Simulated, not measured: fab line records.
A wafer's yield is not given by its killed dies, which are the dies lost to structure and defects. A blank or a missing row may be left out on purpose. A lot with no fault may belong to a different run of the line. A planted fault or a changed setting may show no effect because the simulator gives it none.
A sampling plan put to the test | flow berkeley cmos170 | 29 faults told of in these records, all on one fab line, each judged by the records of the lots it struck
The plan consists of the line's own looks: route steps at which the wafer is read by a gauge or an inspection but not changed. A look is open to judgement when struck wafers have a number at it and the file gives its usual mean and standard deviation on fault-free wafers. Caught: the struck wafers' mean, at a look after the fault's first step, is 4 or more of those standard deviations (sigma) away from the usual mean. On the tool: here the same test is run on the tool's own readings at the fault's steps. Also counted as caught: the struck wafers showing another recipe, or a record that is empty for them alone.

THE FAULTS, as the simulator had put them in
1. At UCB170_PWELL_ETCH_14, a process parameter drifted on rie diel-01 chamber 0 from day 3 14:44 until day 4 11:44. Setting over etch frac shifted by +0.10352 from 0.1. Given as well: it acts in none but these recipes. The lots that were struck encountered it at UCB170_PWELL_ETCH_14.
2. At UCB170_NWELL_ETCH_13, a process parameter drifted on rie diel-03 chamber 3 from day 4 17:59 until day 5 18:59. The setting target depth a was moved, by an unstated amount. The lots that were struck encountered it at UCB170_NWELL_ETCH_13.
3. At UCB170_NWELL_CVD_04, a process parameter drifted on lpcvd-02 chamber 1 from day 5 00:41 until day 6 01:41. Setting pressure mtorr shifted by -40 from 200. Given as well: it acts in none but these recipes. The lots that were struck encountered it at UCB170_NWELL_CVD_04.
4. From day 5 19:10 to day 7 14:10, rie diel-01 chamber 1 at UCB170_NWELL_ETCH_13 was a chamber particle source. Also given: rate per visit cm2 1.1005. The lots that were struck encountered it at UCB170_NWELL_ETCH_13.
5. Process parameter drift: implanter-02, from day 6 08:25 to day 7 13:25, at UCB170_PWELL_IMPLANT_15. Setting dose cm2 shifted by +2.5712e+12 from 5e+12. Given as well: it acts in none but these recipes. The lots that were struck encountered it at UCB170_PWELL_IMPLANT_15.
6. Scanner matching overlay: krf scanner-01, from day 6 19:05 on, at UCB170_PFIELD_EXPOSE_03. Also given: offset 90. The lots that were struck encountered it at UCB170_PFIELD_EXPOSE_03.
7. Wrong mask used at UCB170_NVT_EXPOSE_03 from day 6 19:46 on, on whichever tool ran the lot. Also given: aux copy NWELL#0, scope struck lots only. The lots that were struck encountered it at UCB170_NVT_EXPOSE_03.
8. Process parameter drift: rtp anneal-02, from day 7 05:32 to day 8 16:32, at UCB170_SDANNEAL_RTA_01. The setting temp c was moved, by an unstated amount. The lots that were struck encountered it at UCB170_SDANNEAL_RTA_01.
9. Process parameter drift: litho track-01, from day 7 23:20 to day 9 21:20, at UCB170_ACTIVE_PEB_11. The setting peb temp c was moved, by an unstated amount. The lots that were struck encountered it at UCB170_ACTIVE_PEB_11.
10. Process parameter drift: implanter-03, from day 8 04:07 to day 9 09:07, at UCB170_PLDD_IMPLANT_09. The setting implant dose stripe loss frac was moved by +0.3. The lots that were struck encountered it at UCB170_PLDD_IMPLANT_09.
11. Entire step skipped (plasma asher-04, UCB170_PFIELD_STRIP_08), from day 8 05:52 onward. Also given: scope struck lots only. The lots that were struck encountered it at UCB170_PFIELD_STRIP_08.
12. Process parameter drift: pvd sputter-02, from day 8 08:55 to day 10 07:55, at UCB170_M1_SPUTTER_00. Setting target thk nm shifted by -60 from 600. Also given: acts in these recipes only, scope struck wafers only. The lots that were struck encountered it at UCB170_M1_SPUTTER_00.
13. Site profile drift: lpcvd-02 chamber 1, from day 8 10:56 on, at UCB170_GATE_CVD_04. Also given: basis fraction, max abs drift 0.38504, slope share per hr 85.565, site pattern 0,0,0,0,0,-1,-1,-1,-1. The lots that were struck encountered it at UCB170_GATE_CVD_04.
14. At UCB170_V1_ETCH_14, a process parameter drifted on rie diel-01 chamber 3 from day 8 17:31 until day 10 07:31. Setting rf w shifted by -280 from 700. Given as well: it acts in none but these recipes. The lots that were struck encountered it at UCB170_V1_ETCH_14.
15. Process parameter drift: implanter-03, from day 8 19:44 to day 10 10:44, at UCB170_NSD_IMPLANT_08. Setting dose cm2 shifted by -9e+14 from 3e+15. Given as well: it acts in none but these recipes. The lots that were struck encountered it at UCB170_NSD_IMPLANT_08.
16. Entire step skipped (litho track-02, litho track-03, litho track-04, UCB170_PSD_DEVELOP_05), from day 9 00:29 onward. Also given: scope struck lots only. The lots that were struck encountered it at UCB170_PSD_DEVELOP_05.
17. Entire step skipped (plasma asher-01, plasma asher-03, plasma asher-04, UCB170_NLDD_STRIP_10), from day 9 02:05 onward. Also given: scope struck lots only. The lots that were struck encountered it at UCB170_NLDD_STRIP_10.
18. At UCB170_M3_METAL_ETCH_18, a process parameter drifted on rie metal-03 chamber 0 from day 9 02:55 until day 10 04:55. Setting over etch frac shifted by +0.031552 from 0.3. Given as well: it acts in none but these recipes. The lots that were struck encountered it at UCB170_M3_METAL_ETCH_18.
19. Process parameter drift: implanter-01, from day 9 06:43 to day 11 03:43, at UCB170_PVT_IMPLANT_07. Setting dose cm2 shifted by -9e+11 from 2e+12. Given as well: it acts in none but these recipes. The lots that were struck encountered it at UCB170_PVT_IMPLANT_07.
20. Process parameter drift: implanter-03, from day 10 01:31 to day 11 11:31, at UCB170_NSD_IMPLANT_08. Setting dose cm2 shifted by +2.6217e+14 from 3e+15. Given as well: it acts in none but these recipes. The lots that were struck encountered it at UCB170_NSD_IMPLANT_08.
21. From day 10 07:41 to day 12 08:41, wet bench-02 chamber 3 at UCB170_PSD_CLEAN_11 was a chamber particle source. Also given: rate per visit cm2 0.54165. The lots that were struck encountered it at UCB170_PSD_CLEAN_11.
22. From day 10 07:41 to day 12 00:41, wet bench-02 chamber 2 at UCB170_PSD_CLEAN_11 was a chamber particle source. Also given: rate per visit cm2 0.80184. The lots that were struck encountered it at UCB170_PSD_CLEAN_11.
23. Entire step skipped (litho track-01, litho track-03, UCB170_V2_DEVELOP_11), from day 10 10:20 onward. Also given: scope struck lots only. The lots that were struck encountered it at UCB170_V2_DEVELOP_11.
24. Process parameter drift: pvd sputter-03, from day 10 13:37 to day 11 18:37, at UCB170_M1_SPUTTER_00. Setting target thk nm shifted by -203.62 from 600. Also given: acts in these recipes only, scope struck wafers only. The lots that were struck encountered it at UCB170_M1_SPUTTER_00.
25. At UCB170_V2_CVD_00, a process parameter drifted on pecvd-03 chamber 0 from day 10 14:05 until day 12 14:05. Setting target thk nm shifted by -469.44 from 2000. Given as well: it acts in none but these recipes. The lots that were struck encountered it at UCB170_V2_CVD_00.
26. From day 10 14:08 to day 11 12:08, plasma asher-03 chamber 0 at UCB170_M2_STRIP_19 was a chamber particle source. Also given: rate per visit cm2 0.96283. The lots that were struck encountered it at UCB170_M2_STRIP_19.
27. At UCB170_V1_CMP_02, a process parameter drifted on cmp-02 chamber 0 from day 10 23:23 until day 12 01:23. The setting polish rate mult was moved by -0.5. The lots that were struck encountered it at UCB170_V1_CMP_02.
28. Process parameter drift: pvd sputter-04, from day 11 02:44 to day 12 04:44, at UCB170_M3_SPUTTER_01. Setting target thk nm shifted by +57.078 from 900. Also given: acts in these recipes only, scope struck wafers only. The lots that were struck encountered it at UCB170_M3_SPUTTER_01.
29. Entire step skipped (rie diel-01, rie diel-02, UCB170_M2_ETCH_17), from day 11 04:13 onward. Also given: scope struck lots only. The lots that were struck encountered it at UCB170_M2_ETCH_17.

WHAT THE PLAN SAW
fault | on the tool itself                               | first look that catches it                      | reading, sigma                | median hours from its first step to that look | hours from the fault's start to the first struck lot there | judged looks passed uncaught
1     | only faintly: oes product au -3.1 sigma          | none of the 3 looks that can be judged after it | -                             | -                                             | -                                                          | 3
2     | oes product au -7.6 sigma                        | not the one look that can be judged after it    | -                             | -                                             | -                                                          | 1
3     | pressure mtorr -99 or beyond sigma               | UCB170_NWELL_THK_MEAS_05                        | NWELL_NITRIDE_THK -7.2        | 1.9                                           | 14                                                         | 0
4     | under 2 sigma                                    | none of the 2 looks that can be judged after it | -                             | -                                             | -                                                          | 2
5     | dose ions cm2 +99 or beyond sigma                | UCB170_PWELL_TW_MEAS_17                         | PWELL_TW +18                  | 0.2                                           | 4                                                          | 0
6     | no reading that can be judged                    | UCB170_PFIELD_OVL_MEAS_06                       | PFIELD_OVL +21                | 0.4                                           | 1                                                          | 0
7     | under 2 sigma                                    | UCB170_NVT_TW_MEAS_09                           | NVT_TW -99 or beyond          | 0.7                                           | 7                                                          | 0
8     | lamp power pct +28 sigma                         | UCB170_SDANNEAL_RS_MEAS_02                      | PSD_RS -33                    | 0.1                                           | 0                                                          | 0
9     | heater power total W +43 sigma                   | UCB170_ACTIVE_CD_MEAS_13                        | cd nm -10                     | 0.3                                           | 3                                                          | 0
10    | under 2 sigma                                    | UCB170_SDANNEAL_RS_MEAS_04                      | PLDD_RS +23                   | 18.2                                          | 23                                                         | 1
11    | no reading that can be judged                    | not the one look that can be judged after it    | -                             | -                                             | -                                                          | 1
12    | under 2 sigma                                    | UCB170_M1_RS_MEAS_01                            | M1_AL_RS +9.3                 | 0.1                                           | 24                                                         | 0
13    | under 2 sigma                                    | UCB170_GATE_THK_MEAS_05                         | GATE_POLY_THK -23             | 2.2                                           | 9                                                          | 0
14    | rf fwd power W -99 or beyond sigma               | UCB170_V1_CD_MEAS_90                            | cd nm -4.2                    | 0.3                                           | 8                                                          | 0
15    | dose ions cm2 -99 or beyond sigma                | UCB170_SDANNEAL_RS_MEAS_03                      | NSD_RS +80                    | 1.8                                           | 16                                                         | 1
16    | no reading that can be judged                    | no look after it can be judged                  | -                             | -                                             | -                                                          | 0
17    | no reading that can be judged                    | not the one look that can be judged after it    | -                             | -                                             | -                                                          | 1
18    | under 2 sigma                                    | no look after it can be judged                  | -                             | -                                             | -                                                          | 0
19    | dose ions cm2 -99 or beyond sigma                | UCB170_PVT_TW_MEAS_09                           | PVT_TW -30                    | 0.2                                           | 4                                                          | 0
20    | dose ions cm2 +99 or beyond sigma                | UCB170_SDANNEAL_RS_MEAS_03                      | NSD_RS -13                    | 1.9                                           | 5                                                          | 0
21    | under 2 sigma                                    | none of the 2 looks that can be judged after it | -                             | -                                             | -                                                          | 2
22    | no reading that can be judged                    | none of the 3 looks that can be judged after it | -                             | -                                             | -                                                          | 3
23    | no reading that can be judged                    | no look after it can be judged                  | -                             | -                                             | -                                                          | 0
24    | only faintly: throttle valve pct -2.2 sigma      | UCB170_M1_RS_MEAS_01                            | M1_AL_RS +56                  | 0.1                                           | 2                                                          | 0
25    | under 2 sigma                                    | UCB170_V2_THK_MEAS_01                           | V2_TEOS_THK -20               | 0.2                                           | 6                                                          | 0
26    | under 2 sigma                                    | no look after it can be judged                  | -                             | -                                             | -                                                          | 0
27    | under 2 sigma                                    | UCB170_V1_THK_MEAS_04                           | V1_POLISHED_THK +99 or beyond | 0.4                                           | 2                                                          | 0
28    | under 2 sigma                                    | UCB170_M3_RS_MEAS_02                            | M3_AL_RS -8.4                 | 0.1                                           | 6                                                          | 0
29    | the tool's record is blank for the struck wafers | no look after it can be judged                  | -                             | -                                             | -                                                          | 0
A dash: the fault is not caught, or the number is missing from these records.

Caught at a look: 17 of 29. Caught on the tool: 10 of 29. By one or the other: 19 of 29.
On the tool alone, faults 2, 29 were caught.
Caught at a look alone: faults 6, 7, 10, 12, 13, 24, 25, 27, 28.
Caught by neither: faults 1, 4, 11, 16, 17, 18, 21, 22, 23, 26.

THINNER SAMPLING
Were the look that catches a fault to measure just every second or every third lot (counted by lot number), the first struck lot would, at worst, be measured this late:
fault | struck lots at that look, in order of time | every lot | every second lot | every third lot
3     | L642, L643                                 | 14 h      | 14 h             | may miss all 2
5     | L321, L324                                 | 4 h       | 14 h             | may miss all 2
6     | L505, L506, L509, L511                     | 1 h       | 4 h              | may miss all 4
7     | L597                                       | 7 h       | may miss it      | may miss it
8     | L108, L110, L111                           | 0 h       | 12 h             | may miss all 3
9     | L737, L739, L740                           | 3 h       | 27 h             | may miss all 3
10    | L274                                       | 23 h      | may miss it      | may miss it
12    | L721                                       | 24 h      | may miss it      | may miss it
13    | L887, L885, L886                           | 9 h       | 9 h              | 9 h
14    | L573, L579                                 | 8 h       | may miss all 2   | may miss all 2
15    | L851, L854                                 | 16 h      | 28 h             | may miss all 2
19    | L421, L420                                 | 4 h       | 4 h              | may miss all 2
20    | L806, L809                                 | 5 h       | 9 h              | may miss all 2
24    | L958, L960                                 | 2 h       | may miss all 2   | may miss all 2
25    | L115                                       | 6 h       | may miss it      | may miss it
27    | L178                                       | 2 h       | may miss it      | may miss it
28    | L817                                       | 6 h       | may miss it      | may miss it
Hours: fault start to first struck lot measured. 4 sigma limit: tested on the pooled struck wafers, so a lone lot may be under it. Other struck lots may not be in these records.

THE LONGEST TIMED WAY FROM STEP TO LOOK
In fault 10, a median of 18.2 hours elapses between UCB170_PLDD_IMPLANT_09 and UCB170_SDANNEAL_RS_MEAS_04. The look between them that can be judged stayed within 4 sigma: UCB170_PLDD_TW_MEAS_11.
